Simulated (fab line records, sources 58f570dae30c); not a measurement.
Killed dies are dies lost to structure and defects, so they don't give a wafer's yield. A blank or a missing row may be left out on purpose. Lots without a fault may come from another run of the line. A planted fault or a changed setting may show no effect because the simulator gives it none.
A struck lot beside a sound one | flow berkeley_cmos170 | 18 steps out of a route of 331
Sound: wafers L412.2, L412.3, L412.4. Struck: wafers L424.1, L424.4, L424.6. The cause comes at the end.
At each step with rows: each side's tool, then ch and its chambers, then its first start. Under that, the readings that differ: sound wafers | struck wafers | difference of the means | sigmas: that difference in standard deviations of wafers without a fault.
alike: readings whose means differ by less than 2 such deviations, and words and numbers that are the same on both sides. not compared: withheld readings, readings that some wafer has no value for, bounds like >300 that may hide the same value, and numbers for which the record gives no deviation and whose values overlap.
The two part at a step that has a row with sigmas, a row that says differs or no value, or rows on one side only. Numbers that don't overlap but have no deviation are shown without sigmas and don't part them. A reading that every wafer of one side lacks parts them only if that side has two wafers or more.

first, 5 steps without rows for these wafers: UCB170_NLDD_COAT_01 (resist thk 900 nm); UCB170_NLDD_SOFTBAKE_02 (time 60 s); UCB170_NLDD_EXPOSE_03 (exposes mask NSELECT, target cd 1200 nm); UCB170_NLDD_PEB_04; UCB170_NLDD_DEVELOP_05 (develop time 45 s).
UCB170_NLDD_CD_MEAS_06: target cd 1200 nm.
  sound on cd_sem-02, day 7 13:49; struck on cd_sem-01, day 9 11:25
  alike: cd_nm
UCB170_NLDD_OVL_MEAS_07:
  sound on overlay-02, day 7 13:56; struck on overlay-02, day 9 11:32
  alike: NLDD_OVL
then, 2 steps without rows for these wafers: UCB170_NLDD_IMPLANT_08; UCB170_NLDD_IMPLANT_09.
UCB170_NLDD_STRIP_10: strips in O2.
  sound on plasma_asher-03 ch 0,1, day 7 14:16; struck on plasma_asher-03 ch 0,1, day 9 11:53
  alike: drypump_motor_current_A, oes_product_au, strip_time_to_endpoint_s
  not compared: rf_hours_counter_h
UCB170_NLDD_TW_MEAS_11:
  sound on film_metro-01, day 7 14:22; struck on film_metro-01, day 9 11:59
  alike: NLDD_TW
then, 1 step without rows for these wafers: UCB170_NLDD_CLEAN_12 (cleans in SPM, time 600 s).
UCB170_SPACER_CVD_00: deposits SiO2 from TEOS/O2, target thk 376 nm, time 47 s.
  sound on pecvd-04 ch 0,1, day 7 14:38; struck on pecvd-04 ch 0,1, day 9 12:13
  reading                                 | sound             | struck            | difference | sigmas
  model.SiO2_of_SPACER_CVD_00.thk_nm (nm) | 375.6 370.5 378.9 | 379.1 385.4 385.4 | +8.3       |
  alike: heater_power_w, pressure_mtorr
UCB170_SPACER_THK_MEAS_01:
  sound on film_metro-01, day 7 14:41; struck on film_metro-01, day 9 12:15
  alike: SPACER_TEOS_THK
then, 1 step without rows for these wafers: UCB170_SPACER_ANNEAL_02 (time 1800 s).
UCB170_SPACER_ETCHBACK_03: etches SiO2 in CHF3/CF4/Ar, stops on Si, target depth 376 nm, time 100 s.
  sound on rie_diel-01 ch 0,3, day 7 18:40; struck on rie_diel-03 ch 0,2, day 9 17:16
  reading                  | sound             | struck            | difference | sigmas
  model.etch.depth_nm (nm) | 375.6 370.5 378.9 | 379.1 385.4 385.4 | +8.3       |
  alike: drypump_motor_current_A, mfc_ar_sccm, oes_product_au, throttle_valve_pct
  not compared: rf_hours_counter_h
then, 1 step without rows for these wafers: UCB170_PSD_HMDS_00 (prime time 60 s).
UCB170_M3_PROBE_99:
  the record has rows for the struck wafers here (prober-01, day 11 00:53) and none for the sound ones

WHERE THEY PART
Only at UCB170_M3_PROBE_99, within this record.

WHY: what the simulator had put in
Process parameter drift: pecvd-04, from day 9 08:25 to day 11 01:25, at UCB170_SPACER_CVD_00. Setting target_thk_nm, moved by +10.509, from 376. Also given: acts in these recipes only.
